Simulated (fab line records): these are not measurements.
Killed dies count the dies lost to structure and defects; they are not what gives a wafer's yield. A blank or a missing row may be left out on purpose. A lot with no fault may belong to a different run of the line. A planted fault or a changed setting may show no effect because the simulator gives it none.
Which tool is to blame? / flow berkeley-cmos170 / Sampling: 13 lots, 39 wafers, 4 of 331 route steps

== WHAT THE GAUGES READ, wafer by wafer ==
UCB170_M2_RS_MEAS_02: measurement is done with a four-point probe. Usual: M2_AL_RS typically reads 0.0322 ohm/sq, with standard deviation 0.00035.
lot=L832; measured=day 8 12:43; on=film-metro-04; M2_AL_RS (ohm/sq)=0.0325 0.0323 0.0321; flag=
lot=L833; measured=day 8 13:28; on=film-metro-02; M2_AL_RS (ohm/sq)=0.0319 0.0316 0.0322; flag=
lot=L834; measured=day 8 19:59; on=film-metro-01; M2_AL_RS (ohm/sq)=0.0321 0.0318 0.0316; flag=
lot=L837; measured=day 8 21:25; on=film-metro-04; M2_AL_RS (ohm/sq)=0.0319 0.0322 0.0321; flag=
lot=L835; measured=day 8 22:44; on=film-metro-02; M2_AL_RS (ohm/sq)=0.0325 0.0326 0.0325; flag=
lot=L836; measured=day 8 23:55; on=film-metro-02; M2_AL_RS (ohm/sq)=0.0321 0.0319 0.0319; flag=
lot=L840; measured=day 9 18:50; on=film-metro-01; M2_AL_RS (ohm/sq)=0.0325 0.0325 0.0326; flag=
lot=L841; measured=day 10 02:36; on=film-metro-01; M2_AL_RS (ohm/sq)=0.0322 0.0327 0.0322; flag=
lot=L843; measured=day 11 01:06; on=film-metro-01; M2_AL_RS (ohm/sq)=0.0328 0.0326 0.0325; flag=
lot=L844; measured=day 11 00:32; on=film-metro-04; M2_AL_RS (ohm/sq)=0.0326 0.0327 0.0328; flag=
lot=L845; measured=day 11 15:22; on=film-metro-01; M2_AL_RS (ohm/sq)=0.0327 0.0326 0.0329; flag=
lot=L850; measured=day 12 04:22; on=film-metro-04; M2_AL_RS (ohm/sq)=0.0327 0.0327 0.0326; flag=
lot=L851; measured=day 12 04:29; on=film-metro-01; M2_AL_RS (ohm/sq)=0.0323 0.0293 0.0323; flag=

UCB170_M2_THK_MEAS_03: measures by xrf. Usual: M2_AL_THK typically reads 920 nm, with standard deviation 11.
lot=L832; measured=day 8 12:50; on=film-metro-04; M2_AL_THK (nm)=916 922 924; flag=
lot=L833; measured=day 8 13:33; on=film-metro-02; M2_AL_THK (nm)=929 942 926; flag=
lot=L834; measured=day 8 20:06; on=film-metro-01; M2_AL_THK (nm)=920 929 931; flag=
lot=L837; measured=day 8 21:31; on=film-metro-04; M2_AL_THK (nm)=931 923 925; flag=
lot=L835; measured=day 8 22:51; on=film-metro-02; M2_AL_THK (nm)=916 912 918; flag=
lot=L836; measured=day 9 00:02; on=film-metro-02; M2_AL_THK (nm)=920 933 932; flag=
lot=L840; measured=day 9 18:57; on=film-metro-01; M2_AL_THK (nm)=905 913 900; flag=
lot=L841; measured=day 10 02:43; on=film-metro-01; M2_AL_THK (nm)=909 904 913; flag=
lot=L843; measured=day 11 01:12; on=film-metro-01; M2_AL_THK (nm)=902 908 905; flag=
lot=L844; measured=day 11 00:38; on=film-metro-04; M2_AL_THK (nm)=919 911 906; flag=
lot=L845; measured=day 11 15:29; on=film-metro-01; M2_AL_THK (nm)=901 903 897; flag=
lot=L850; measured=day 12 04:29; on=film-metro-04; M2_AL_THK (nm)=911 909 911; flag=
lot=L851; measured=day 12 04:37; on=film-metro-01; M2_AL_THK (nm)=918 1007 914; flag=

== TOOL THAT RAN EACH LOT (tool first, then ch and the chambers of the sampled wafers, then the start) ==
lot=L832; UCB170_V1_CVD_00=pecvd-02 ch 0,2, day 8 09:08; UCB170_M2_SPUTTER_01=pvd-sputter-03, day 8 12:38
lot=L833; UCB170_V1_CVD_00=pecvd-04 ch 0,1,2, day 8 10:33; UCB170_M2_SPUTTER_01=pvd-sputter-01, day 8 13:19
lot=L834; UCB170_V1_CVD_00=pecvd-01 ch 0,1, day 8 17:19; UCB170_M2_SPUTTER_01=pvd-sputter-02, day 8 19:54
lot=L837; UCB170_V1_CVD_00=pecvd-02 ch 0,1,2, day 8 18:38; UCB170_M2_SPUTTER_01=pvd-sputter-01, day 8 21:17
lot=L835; UCB170_V1_CVD_00=pecvd-04 ch 0,1, day 8 19:58; UCB170_M2_SPUTTER_01=pvd-sputter-03, day 8 22:38
lot=L836; UCB170_V1_CVD_00=pecvd-01 ch 0,1,2, day 8 21:19; UCB170_M2_SPUTTER_01=pvd-sputter-02, day 8 23:49
lot=L840; UCB170_V1_CVD_00=pecvd-02 ch 0,1,2, day 9 15:44; UCB170_M2_SPUTTER_01=pvd-sputter-01, day 9 18:42
lot=L841; UCB170_V1_CVD_00=pecvd-04 ch 0,1,2, day 9 23:43; UCB170_M2_SPUTTER_01=pvd-sputter-03, day 10 02:29
lot=L843; UCB170_V1_CVD_00=pecvd-02 ch 0,1,2, day 10 19:28; UCB170_M2_SPUTTER_01=pvd-sputter-03, day 11 00:59
lot=L844; UCB170_V1_CVD_00=pecvd-01 ch 0,1,2, day 10 20:49; UCB170_M2_SPUTTER_01=pvd-sputter-01, day 11 00:25
lot=L845; UCB170_V1_CVD_00=pecvd-04 ch 1,2, day 11 12:38; UCB170_M2_SPUTTER_01=pvd-sputter-03, day 11 15:16
lot=L850; UCB170_V1_CVD_00=pecvd-02 ch 1,2, day 12 01:56; UCB170_M2_SPUTTER_01=pvd-sputter-03, day 12 04:16
lot=L851; UCB170_V1_CVD_00=pecvd-04 ch 1,2, day 12 01:56; UCB170_M2_SPUTTER_01=pvd-sputter-01, day 12 04:25
- UCB170_V1_CVD_00: deposits SiO2 from TEOS/O2, target thk 2000 nm, time 250 s.
- UCB170_M2_SPUTTER_01: material Al, target thk 900 nm, time 120 s.

== AS READ BY THE TOOLS THEMSELVES (means over the sampled wafers that have a number; for cases with no such wafer, the mark the record gives instead) ==
UCB170_V1_CVD_00. Usual: heater-power-w 245 W, standard deviation 59.
lot=L832; tool=pecvd-02; heater-power-w (W)=261; flag=
lot=L833; tool=pecvd-04; heater-power-w (W)=198; flag=
lot=L834; tool=pecvd-01; heater-power-w (W)=226; flag=
lot=L837; tool=pecvd-02; heater-power-w (W)=259; flag=
lot=L835; tool=pecvd-04; heater-power-w (W)=219; flag=
lot=L836; tool=pecvd-01; heater-power-w (W)=210; flag=
lot=L840; tool=pecvd-02; heater-power-w (W)=274; flag=
lot=L841; tool=pecvd-04; heater-power-w (W)=272; flag=
lot=L843; tool=pecvd-02; heater-power-w (W)=254; flag=
lot=L844; tool=pecvd-01; heater-power-w (W)=254; flag=
lot=L845; tool=pecvd-04; heater-power-w (W)=278; flag=
lot=L850; tool=pecvd-02; heater-power-w (W)=293; flag=
lot=L851; tool=pecvd-04; heater-power-w (W)=289; flag=

UCB170_M2_SPUTTER_01. Usual: cathode-dc-power-W 5999.9 W, standard deviation 1.1; throttle-valve-pct 30.0 %, standard deviation 0.67.
lot=L832; tool=pvd-sputter-03; cathode-dc-power-W (W)=5998.5; throttle-valve-pct (%)=29.7; flag=
lot=L833; tool=pvd-sputter-01; cathode-dc-power-W (W)=6000.1; throttle-valve-pct (%)=30.1; flag=
lot=L834; tool=pvd-sputter-02; cathode-dc-power-W (W)=5999.9; throttle-valve-pct (%)=30.0; flag=
lot=L837; tool=pvd-sputter-01; cathode-dc-power-W (W)=6000.1; throttle-valve-pct (%)=29.8; flag=
lot=L835; tool=pvd-sputter-03; cathode-dc-power-W (W)=5999.2; throttle-valve-pct (%)=29.9; flag=
lot=L836; tool=pvd-sputter-02; cathode-dc-power-W (W)=5999.0; throttle-valve-pct (%)=30.8; flag=
lot=L840; tool=pvd-sputter-01; cathode-dc-power-W (W)=5998.8; throttle-valve-pct (%)=30.1; flag=
lot=L841; tool=pvd-sputter-03; cathode-dc-power-W (W)=6000.0; throttle-valve-pct (%)=29.6; flag=
lot=L843; tool=pvd-sputter-03; cathode-dc-power-W (W)=5999.7; throttle-valve-pct (%)=30.2; flag=
lot=L844; tool=pvd-sputter-01; cathode-dc-power-W (W)=6000.6; throttle-valve-pct (%)=29.9; flag=
lot=L845; tool=pvd-sputter-03; cathode-dc-power-W (W)=5999.9; throttle-valve-pct (%)=30.2; flag=
lot=L850; tool=pvd-sputter-03; cathode-dc-power-W (W)=5999.8; throttle-valve-pct (%)=30.0; flag=
lot=L851; tool=pvd-sputter-01; cathode-dc-power-W (W)=6000.6; throttle-valve-pct (%)=30.3; flag=

== THE ANSWER, worked out from the rows above alone ==
Rule: take the mean of a lot's wafers that have a number; if it is more than 3 standard deviations from the usual mean, the lot is off. A lot without any number at a reading at which 4 lots or more have one is off too. The other lots that the step has rows for count as sound. The gauges are gone through in route order, then the tools' own readings, and for those a lot's mean is taken as printed above. The first step at which some lot is off is used, and at that step the reading that is off furthest; a lot without a number counts as furthest.
Nothing can be told from this: no lot is off at any reading shown.

== WHAT WAS PUT IN BY THE SIMULATOR ==
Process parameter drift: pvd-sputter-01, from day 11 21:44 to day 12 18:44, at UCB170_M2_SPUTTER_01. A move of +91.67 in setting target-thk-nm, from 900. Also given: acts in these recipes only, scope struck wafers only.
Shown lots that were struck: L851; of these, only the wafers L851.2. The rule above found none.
